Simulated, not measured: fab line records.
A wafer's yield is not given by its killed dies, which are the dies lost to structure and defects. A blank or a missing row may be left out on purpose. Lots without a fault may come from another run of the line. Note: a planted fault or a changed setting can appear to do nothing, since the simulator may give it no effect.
fab line records    flow berkeleyCmos170
record: lots: 14  wafers: 42  lastDay: 12
route steps=331 shown M2@272 V2@305
lots untouched by any fault: they come from a run of this same line in which no faults occurred
startH: hours from the record's first day to the start of the lot's first wafer shown    waitH: time in hours since the lot's previous step    " same as the row above    L1.1+2: one row covering several wafers at once    - no value, or no start given    * or withheld: withheld    < > ~ a bound
route shown NAME@n: a module of which the file shows steps, and the number in the route of the first    usual: mean/standard deviation taken from wafers without a fault    same: alike in all rows    chamber/n: place in a boat    sites: per-site readings    _std_site: their standard deviation    _edge_site: inner sites' mean taken away from outer sites' mean    radiusMm: for every site, how far away it sits from the centre of the wafer    mask NAME#n: copy n    behind: the most recent tool/chamber to have shaped the wafer    hold: cause of the lot's hold/its duration in hours/its outcome    device: whichever transistor did not switch (one of n, p or np)    end of line: the same wafers' tests at the end of the route    a step with no rows: only its recipe    killed: at the first sort, the dies lost to defects and structure; wafer yield is something else    map: a wafer's dies, marking killed ones x, the rest . and places with no die _
set.NAME: the run value of the setting; set.NAME@STEP: its run value at that earlier step    model.NAME: the simulator's own value behind a step, which no gauge read
a sample of lots followed through the steps of the route, with each step as a table and each wafer as a row
services: from which hour (startH, from the record's first day; less than 0 if before it) a tool's chamber was out of use, for how many hours, and why
== steps ==
step: UCB170_M2_SPUTTER_01
recipe: material: Al  targetThkNm: 900  timeS: 120  powerW: 6000  chamberPressurePa: 0.5
usual: throttleValvePct: 30.4/0.77
lot.wafer  tool           chamber  startH  waitH  throttleValvePct
L584.2     pvdSputter-04  -        172.03  0.0    30.5
L584.4     "              -        "       "      30.7
L584.6     "              -        "       "      29.9
L587.1     pvdSputter-02  -        176.73  0.0    30.0
L587.2     "              -        "       "      30.2
L587.3     "              -        "       "      29.1
L586.2     pvdSputter-03  -        176.88  0.0    30.8
L586.3     "              -        "       "      32.2
L586.6     "              -        "       "      30.1
L588.2     pvdSputter-04  -        177.03  0.0    30.0
L588.4     "              -        "       "      30.4
L588.5     "              -        "       "      30.5
L590.2     pvdSputter-02  -        190.22  0.0    30.0
L590.3     "              -        "       "      30.5
L590.4     "              -        "       "      28.7
L591.1     pvdSputter-03  -        190.63  0.0    32.1
L591.2     "              -        "       "      30.7
L591.5     "              -        "       "      30.0
L596.1     pvdSputter-02  -        221.02  0.0    30.4
L596.3     "              -        "       "      31.3
L596.5     "              -        "       "      30.7
L595.4     pvdSputter-04  -        221.59  0.0    30.4
L595.5     "              -        "       "      29.7
L595.6     "              -        "       "      30.0
L598.1     pvdSputter-04  -        239.00  0.0    30.6
L598.3     "              -        "       "      29.8
L598.6     "              -        "       "      30.7
L599.1     pvdSputter-04  -        254.63  0.0    30.4
L599.2     "              -        "       "      30.0
L599.6     "              -        "       "      30.0
L601.2     pvdSputter-03  -        255.30  0.0    31.2
L601.4     "              -        "       "      30.0
L601.6     "              -        "       "      31.3
L602.1     pvdSputter-03  -        267.09  0.0    32.1
L602.2     "              -        "       "      30.3
L602.3     "              -        "       "      31.5
L606.1     pvdSputter-03  -        279.16  0.0    31.3
L606.3     "              -        "       "      30.7
L606.6     "              -        "       "      32.3
L605.3     pvdSputter-04  -        279.66  0.0    29.7
L605.5     "              -        "       "      30.0
L605.6     "              -        "       "      30.8
step: UCB170_M2_CD_MEAS_15
recipe: targetCdNm: 700
usual: cdNm: 699.6/1.7
lot.wafer  tool      chamber  startH  waitH  cdNm
L584.2     cdSem-02  -        174.01  -      698.6
L584.4     "         -        "       "      699.9
L584.6     "         -        "       "      698.3
L587.1     cdSem-02  -        178.74  -      696.9
L587.2     "         -        "       "      697.3
L587.3     "         -        "       "      698.3
L586.2     cdSem-01  -        179.00  -      702.1
L586.3     "         -        "       "      702.5
L586.6     "         -        "       "      701.3
L588.2     cdSem-01  -        179.24  -      701.1
L588.4     "         -        "       "      700.0
L588.5     "         -        "       "      698.3
L590.2     cdSem-02  -        193.03  -      698.0
L590.3     "         -        "       "      697.3
L590.4     "         -        "       "      697.6
L591.1     cdSem-02  -        193.52  -      697.4
L591.2     "         -        "       "      697.7
L591.5     "         -        "       "      698.1
L596.1     cdSem-01  -        222.97  -      698.8
L596.3     "         -        "       "      697.1
L596.5     "         -        "       "      698.2
L595.4     cdSem-01  -        224.03  -      699.6
L595.5     "         -        "       "      699.5
L595.6     "         -        "       "      700.2
L598.1     cdSem-02  -        241.38  -      701.9
L598.3     "         -        "       "      702.8
L598.6     "         -        "       "      703.4
L599.1     cdSem-01  -        257.38  -      701.0
L599.2     "         -        "       "      700.6
L599.6     "         -        "       "      700.9
L601.2     cdSem-01  -        258.35  -      698.5
L601.4     "         -        "       "      698.4
L601.6     "         -        "       "      698.1
L602.1     cdSem-02  -        270.43  -      700.2
L602.2     "         -        "       "      699.6
L602.3     "         -        "       "      701.4
L606.1     cdSem-01  -        281.38  -      697.1
L606.3     "         -        "       "      697.5
L606.6     "         -        "       "      697.7
L605.3     cdSem-02  -        282.07  -      698.3
L605.5     "         -        "       "      699.4
L605.6     "         -        "       "      699.2
step: UCB170_M2_METAL_ETCH_18
recipe: chemistry: Cl2/BCl3  target: Al  stopOn: SiO2  pressureMtorr: 12  targetDepthA: 11700  overEtchFrac: 0.3  timeS: 195  icpW: 600  biasW: 120  Cl2_flow_sccm: 90  bcl3FlowSccm: 45
usual: chamberPressureMTorr: 12.002/0.012  drypumpMotorCurrentA: 5.8/0.32  oesProductAu: 0.848/0.018  throttleValvePct: 24.4/0.31
lot.wafer  tool         chamber  startH  waitH  chamberPressureMTorr  drypumpMotorCurrentA  oesProductAu  rfHoursCounterH  throttleValvePct
L584.2     rieMetal-04  0        174.18  -      11.994                5.7                   0.882         4                24.8
L584.4     "            0        "       "      12.008                5.8                   0.880         -                24.8
L584.6     "            0        "       "      12.002                5.8                   0.878         -                24.8
L587.1     rieMetal-04  0        178.93  -      11.996                5.7                   0.889         4                24.8
L587.2     "            1        "       "      12.017                5.9                   0.832         14               24.1
L587.3     "            0        "       "      12.001                5.7                   0.892         -                24.8
L586.2     rieMetal-01  1        179.18  -      12.014                5.9                   0.833         3                24.3
L586.3     "            0        "       "      12.026                5.5                   0.849         -                24.7
L586.6     "            1        "       "      12.018                5.9                   0.828         -                24.3
L588.2     rieMetal-02  1        179.42  -      11.994                6.4                   0.828         14               24.7
L588.4     "            1        "       "      11.990                6.4                   0.831         -                24.7
L588.5     "            1        "       "      12.000                6.4                   0.831         -                24.7
L590.2     rieMetal-02  0        193.21  -      11.999                5.5                   0.840         8                24.0
L590.3     "            1        "       "      12.008                6.4                   0.833         -                24.7
L590.4     "            0        "       "      12.006                5.5                   0.847         -                24.0
L591.1     rieMetal-04  1        193.72  -      11.995                5.9                   0.859         14               24.1
L591.2     "            0        "       "      11.978                5.7                   0.887         5                24.8
L591.5     "            1        "       "      12.000                5.9                   0.846         -                24.1
L596.1     rieMetal-01  1        223.19  -      12.002                5.9                   0.836         4                24.3
L596.3     "            1        "       "      11.991                5.9                   0.836         -                24.3
L596.5     "            1        "       "      12.000                5.9                   0.839         -                24.3
L595.4     rieMetal-02  0        224.24  -      12.020                5.5                   0.853         -                24.0
L595.5     "            0        "       "      11.997                5.5                   0.851         -                24.0
L595.6     "            1        "       "      12.003                6.4                   0.838         -                24.7
L598.1     rieMetal-04  0        241.58  -      12.002                5.7                   0.732         6                24.9
L598.3     "            0        "       "      11.977                5.7                   0.746         -                24.9
L598.6     "            0        "       "      12.009                5.7                   0.733         -                24.8
L599.1     rieMetal-04  0        257.58  -      12.005                5.7                   0.750         7                24.9
L599.2     "            0        "       "      11.994                5.7                   0.737         -                24.9
L599.6     "            0        "       "      12.009                5.7                   0.741         -                24.8
L601.2     rieMetal-01  0        258.53  -      12.000                5.5                   0.843         1                24.7
L601.4     "            1        "       "      11.990                5.9                   0.829         -                24.3
L601.6     "            0        "       "      12.020                5.5                   0.843         -                24.7
L602.1     rieMetal-01  1        270.62  -      12.014                5.9                   0.845         5                24.3
L602.2     "            0        "       "      11.994                5.5                   0.854         1                24.7
L602.3     "            0        "       "      11.991                5.5                   0.855         -                24.7
L606.1     rieMetal-01  1        281.58  -      11.987                5.9                   0.832         6                24.3
L606.3     "            1        "       "      12.007                5.9                   0.835         -                24.3
L606.6     "            1        "       "      11.991                5.9                   0.828         -                24.3
L605.3     rieMetal-02  1        282.29  -      11.995                6.4                   0.823         -                24.7
L605.5     "            1        "       "      12.004                6.4                   0.826         -                24.7
L605.6     "            0        "       "      11.985                5.5                   0.839         -                24.0
step: UCB170_M2_STRIP_19
recipe: chemistry: O2  powerW: 400  pressureMtorr: 3500  platenTempC: withheld  o2FlowSccm: 400  overashFraction: 0.5
usual: chamberPressureMTorr: 3500/3.4  drypumpMotorCurrentA: 5.7/0.49  oesProductAu: 0.533/0.015
same: overashFraction: 0.5
lot.wafer  tool            chamber  startH  waitH  chamberPressureMTorr  drypumpMotorCurrentA  oesProductAu  rfHoursCounterH
L584.2     plasmaAsher-02  0        174.37  0.1    3504                  5.0                   0.524         38
L584.4     "               0        "       "      3501                  5.1                   0.528         -
L584.6     "               0        "       "      3497                  5.1                   0.529         -
L587.1     plasmaAsher-03  0        179.12  0.1    3499                  5.0                   0.525         7
L587.2     "               1        "       "      3497                  6.2                   0.539         7
L587.3     "               0        "       "      3507                  5.0                   0.514         -
L586.2     plasmaAsher-01  0        179.36  0.1    3498                  6.1                   0.523         52
L586.3     "               1        "       "      3497                  6.1                   0.554         -
L586.6     "               1        "       "      3503                  6.1                   0.535         -
L588.2     plasmaAsher-02  1        179.61  0.1    3504                  5.3                   0.534         39
L588.4     "               1        "       "      3505                  5.2                   0.531         -
L588.5     "               1        "       "      3499                  5.3                   0.527         -
L590.2     plasmaAsher-02  0        193.39  0.1    3501                  5.1                   0.539         40
L590.3     "               1        "       "      3496                  5.3                   0.528         -
L590.4     "               0        "       "      3498                  5.0                   0.526         -
L591.1     plasmaAsher-01  1        193.91  0.1    3507                  6.1                   0.546         54
L591.2     "               0        "       "      3506                  6.0                   0.526         54
L591.5     "               1        "       "      3501                  6.1                   0.544         -
L596.1     plasmaAsher-02  1        223.38  0.1    3500                  5.2                   0.514         42
L596.3     "               0        "       "      3498                  5.0                   0.522         -
L596.5     "               1        "       "      3500                  5.3                   0.525         -
L595.4     plasmaAsher-01  1        224.39  0.1    3500                  6.0                   0.538         -
L595.5     "               1        "       "      3506                  6.1                   0.554         -
L595.6     "               0        "       "      3502                  6.1                   0.527         -
L598.1     plasmaAsher-02  1        241.76  0.1    3500                  5.3                   0.720         44
L598.3     "               0        "       "      3503                  5.1                   0.718         -
L598.6     "               1        "       "      3500                  5.3                   0.722         -
L599.1     plasmaAsher-01  0        257.95  0.3    3502                  6.0                   0.716         60
L599.2     "               1        "       "      3501                  6.1                   0.725         60
L599.6     "               0        "       "      3503                  6.1                   0.711         -
L601.2     plasmaAsher-02  1        258.72  0.1    3500                  5.3                   0.551         46
L601.4     "               1        "       "      3502                  5.3                   0.537         -
L601.6     "               0        "       "      3502                  5.0                   0.551         -
L602.1     plasmaAsher-01  1        270.81  0.1    3503                  6.1                   0.515         62
L602.2     "               0        "       "      3501                  6.0                   0.530         62
L602.3     "               1        "       "      3504                  6.1                   0.543         -
L606.1     plasmaAsher-01  0        281.76  0.1    3498                  6.1                   0.523         63
L606.3     "               1        "       "      3502                  6.1                   0.522         -
L606.6     "               1        "       "      3500                  6.1                   0.519         -
L605.3     plasmaAsher-01  0        282.45  0.1    3500                  6.1                   0.518         -
L605.5     "               0        "       "      3498                  6.1                   0.531         -
L605.6     "               1        "       "      3495                  6.1                   0.544         -
step: UCB170_M2_CD_MEAS_90
recipe: targetCdNm: 700
usual: cdNm: 699.0/2.9
lot.wafer  tool      chamber  startH  waitH  cdNm
L584.2     cdSem-02  -        174.49  0.1    699.9
L584.4     "         -        "       "      700.4
L584.6     "         -        "       "      701.1
L587.1     cdSem-02  -        179.24  0.1    697.6
L587.2     "         -        "       "      692.3
L587.3     "         -        "       "      695.4
L586.2     cdSem-02  -        179.48  0.1    700.9
L586.3     "         -        "       "      700.6
L586.6     "         -        "       "      701.0
L588.2     cdSem-01  -        179.73  0.1    697.3
L588.4     "         -        "       "      695.4
L588.5     "         -        "       "      696.6
L590.2     cdSem-01  -        193.51  0.1    697.8
L590.3     "         -        "       "      693.2
L590.4     "         -        "       "      697.8
L591.1     cdSem-02  -        194.01  0.1    696.7
L591.2     "         -        "       "      697.6
L591.5     "         -        "       "      698.4
L596.1     cdSem-01  -        223.48  0.1    698.4
L596.3     "         -        "       "      693.8
L596.5     "         -        "       "      698.2
L595.4     cdSem-02  -        224.52  0.1    703.0
L595.5     "         -        "       "      703.7
L595.6     "         -        "       "      700.6
L598.1     cdSem-02  -        241.86  0.1    727.6
L598.3     "         -        "       "      728.2
L598.6     "         -        "       "      726.1
L599.1     cdSem-02  -        258.05  0.1    721.8
L599.2     "         -        "       "      724.4
L599.6     "         -        "       "      724.2
L601.2     cdSem-02  -        258.84  0.1    696.0
L601.4     "         -        "       "      694.1
L601.6     "         -        "       "      694.2
L602.1     cdSem-02  -        270.91  0.1    698.3
L602.2     "         -        "       "      696.9
L602.3     "         -        "       "      698.0
L606.1     cdSem-01  -        281.86  0.1    694.5
L606.3     "         -        "       "      694.9
L606.6     "         -        "       "      695.1
L605.3     cdSem-01  -        282.55  0.1    698.4
L605.5     "         -        "       "      699.4
L605.6     "         -        "       "      701.2
step: UCB170_V2_OVL_MEAS_13
usual: V2_OVL: -1/5.2
lot.wafer  tool        chamber  startH  waitH  V2_OVL[nm]
L584.2     overlay-01  -        176.66  0.1    3
L584.4     "           -        "       "      -7
L584.6     "           -        "       "      3
L587.1     overlay-02  -        181.19  0.1    3
L587.2     "           -        "       "      -1
L587.3     "           -        "       "      2
L586.2     overlay-01  -        181.56  0.1    4
L586.3     "           -        "       "      -2
L586.6     "           -        "       "      3
L588.2     overlay-02  -        181.80  0.1    4
L588.4     "           -        "       "      7
L588.5     "           -        "       "      2
L590.2     overlay-01  -        195.50  0.1    1
L590.3     "           -        "       "      8
L590.4     "           -        "       "      -1
L591.1     overlay-02  -        196.28  0.1    -2
L591.2     "           -        "       "      3
L591.5     "           -        "       "      2
L596.1     overlay-02  -        225.84  0.1    -9
L596.3     "           -        "       "      -12
L596.5     "           -        "       "      -8
L595.4     overlay-01  -        226.85  0.1    -1
L595.5     "           -        "       "      6
L595.6     "           -        "       "      4
L601.2     overlay-02  -        261.30  0.1    -3
L601.4     "           -        "       "      -2
L601.6     "           -        "       "      5
L602.1     overlay-02  -        273.50  0.1    -6
L602.2     "           -        "       "      -3
L602.3     "           -        "       "      -4
L606.1     overlay-02  -        284.37  0.1    -4
L606.3     "           -        "       "      -1
L606.6     "           -        "       "      -2
L605.3     overlay-02  -        285.48  0.1    -10
L605.5     "           -        "       "      3
L605.6     "           -        "       "      -6
== services ==
tool            chamber  startH  hours  kind
rieMetal-04     -        181.23  2.8    pm
pvdSputter-03   -        182.23  2.6    repair
rieMetal-01     0        195.05  -      clean
rieMetal-01     0        195.05  16.4   scheduledDown
rieMetal-01     0        195.05  16.4   ventCycle
plasmaAsher-02  -        202.30  3.2    repair
pvdSputter-02   -        207.21  1.4    repair
rieMetal-01     -        214.03  1.4    pm
pvdSputter-03   -        216.51  0.8    repair
pvdSputter-04   -        229.50  3.9    repair
rieMetal-04     1        243.86  -      clean
rieMetal-04     1        243.86  25.0   scheduledDown
rieMetal-04     1        243.86  25.0   ventCycle
plasmaAsher-03  -        248.39  6.6    repair
plasmaAsher-01  -        249.16  1.2    repair
plasmaAsher-03  -        250.81  5.1    repair
plasmaAsher-03  -        257.91  1.4    repair
plasmaAsher-01  -        258.21  0.9    repair
== key ==
firstSign: step: UCB170_M2_METAL_ETCH_18  reading: oesProductAu  direction: down  sigmas: 6  usual: 0.848  struck: 0.740
effect: step: UCB170_M2_STRIP_19  reading: oesProductAu  direction: up  sigmas: 12  usual: 0.533  struck: 0.719
effect: step: UCB170_M2_CD_MEAS_90  reading: cdNm  direction: up  sigmas: 9.2  usual: 699.0  struck: 725.4
metAt UCB170_M2_METAL_ETCH_18
struckLots L598,L599
laterRowsLeftOut L598.1,L598.3,L598.6,L599.1,L599.2,L599.6
sortLeftOut L598.1,L598.3,L598.6,L599.1,L599.2,L599.6
notActingAt UCB170_M2_SPUTTER_01,UCB170_M2_CD_MEAS_15,UCB170_V2_OVL_MEAS_13
onsetBetween 193.72 241.58
fault: kind: processParameterDrift  tool: rieMetal-04  chamber: -  onsetH: 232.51  steps: UCB170_M2_METAL_ETCH_18  channel: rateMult  offset: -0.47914  shape: step  endH: 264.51
sortLeftOut: the simulated sort isn't trusted on such a fault, so these wafers' sort isn't shown, and their yield isn't known
laterRowsLeftOut: the simulator's readings of these wafers behind a module that went badly wrong aren't trusted and aren't shown, but for the sort
